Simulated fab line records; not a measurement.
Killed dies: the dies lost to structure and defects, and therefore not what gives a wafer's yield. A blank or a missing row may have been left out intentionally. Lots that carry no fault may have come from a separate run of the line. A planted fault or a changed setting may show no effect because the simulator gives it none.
Split-lot experiment	flow berkeley cmos170	route with 331 steps; 5 lots, 23 wafers read

SPLIT DETAILS
At UCB170_NLDD_IMPLANT_09, the setting energy kev was moved away from the recipe's 30 on 8 of the 23 wafers read, by -2.1% to +2.5%. The other wafers ran this setting at the recipe's value.

The split's own step is where the reading is taken.

THE READING
implant.drp nm (the simulator's own value, which no gauge read), in nm, at UCB170_NLDD_IMPLANT_09. The file gives no usual value for it.

wafer	tool, chamber at the split	energy kev as run	against the recipe	implant.drp nm, nm	against lot-mates on the recipe
L074.1	implanter-03, 0	29.36	-2.1%	9.461	-0.150
L074.2	implanter-03, 0	29.36	-2.1%	9.461	-0.150
L074.5	implanter-03, 0	29.36	-2.1%	9.461	-0.150
L074.4	implanter-03, 0	30	recipe	9.611	-
L074.6	implanter-03, 0	30	recipe	9.611	-
L076.1	implanter-03, 0	30.76	+2.5%	9.788	+0.177
L076.5	implanter-03, 0	30.76	+2.5%	9.788	+0.177
L076.6	implanter-03, 0	30.76	+2.5%	9.788	+0.177
L076.3	implanter-03, 0	30	recipe	9.611	-
L076.4	implanter-03, 0	30	recipe	9.611	-
L080.1	implanter-04, 0	30	recipe	9.611	-
L080.2	implanter-04, 0	30	recipe	9.611	-
L080.3	implanter-04, 0	30	recipe	9.611	-
L080.5	implanter-04, 0	30	recipe	9.611	-
L080.6	implanter-04, 0	30	recipe	9.611	-
L081.1	implanter-03, 0	30	recipe	9.611	-
L081.3	implanter-03, 0	30	recipe	9.611	-
L081.4	implanter-03, 0	30	recipe	9.611	-
L081.2	implanter-03, 0	30.65	+2.2%	9.762	+0.151
L081.5	implanter-03, 0	30.65	+2.2%	9.762	+0.151
L084.3	implanter-03, 0	30	recipe	9.611	-
L084.5	implanter-03, 0	30	recipe	9.611	-
L084.6	implanter-03, 0	30	recipe	9.611	-

FIT RESULTS
A straight line over all 23 wafers: implant.drp nm changes by +0.07 nm for each +1% of energy kev; r = +1.00; the points scatter about the line by 0.00029 nm.
The same after taking each lot's own level away (the mean of its wafers on the recipe; 23 wafers): +0.07 nm for each +1%; r = +1.00; scatter 0.00029 nm.
On that fit, the largest move of energy kev shifts the reading by 0.18 nm.
The lots' own levels span 9.6110 to 9.6110 nm.
Consequently the slope shifts little with the lot-to-lot level, the two slopes agreeing.
Check: with one of the wafers moved furthest among these (+2.5%) left out of the fit, the line predicts +0.177 nm for it against its lot-mates. Against them it came out at +0.177 nm.

OTHER SPLITS ON THESE WAFERS
These wafers also went through other splits before the reading. Each is held against what the fit with the lots' levels taken away leaves over:
other split on the same wafers	wafers away from the commonest value	r with implant.drp nm (lot level and that fit taken away)
UCB170_ZERO_COAT_01 spin rpm	8	-0.12
UCB170_NWELL_CVD_04 temp c	10	+0.45
UCB170_PWELL_CVD_05 time s	10	-0.22
UCB170_ACTIVE_OXIDATION_02 ox time s	18	+0.45
UCB170_ACTIVE_CVD_05 sih2cl2 flow sccm	15	+0.22
UCB170_PFIELD_IMPLANT_07 energy kev	8	-0.12
UCB170_NVT_COAT_01 resist thk nm	6	+0.19
UCB170_NLDD_COAT_01 resist thk nm	6	+0.30

THE WHOLE CHAIN: every reading that the file lists as answering this split, in the file's order
step	what it does	reading	change (the file's fit)	r (the file's)
UCB170_NLDD_IMPLANT_09		implant.rp nm (the simulator's own value, which no gauge read)	+0.161 nm for each +1% of the setting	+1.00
UCB170_NLDD_IMPLANT_09		implant.drp nm (the simulator's own value, which no gauge read)	+0.0701 nm for each +1% of the setting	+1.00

THE FILE'S OWN FIT
implant.drp nm changes by +0.0701 nm for each +1% of energy kev, r = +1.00.
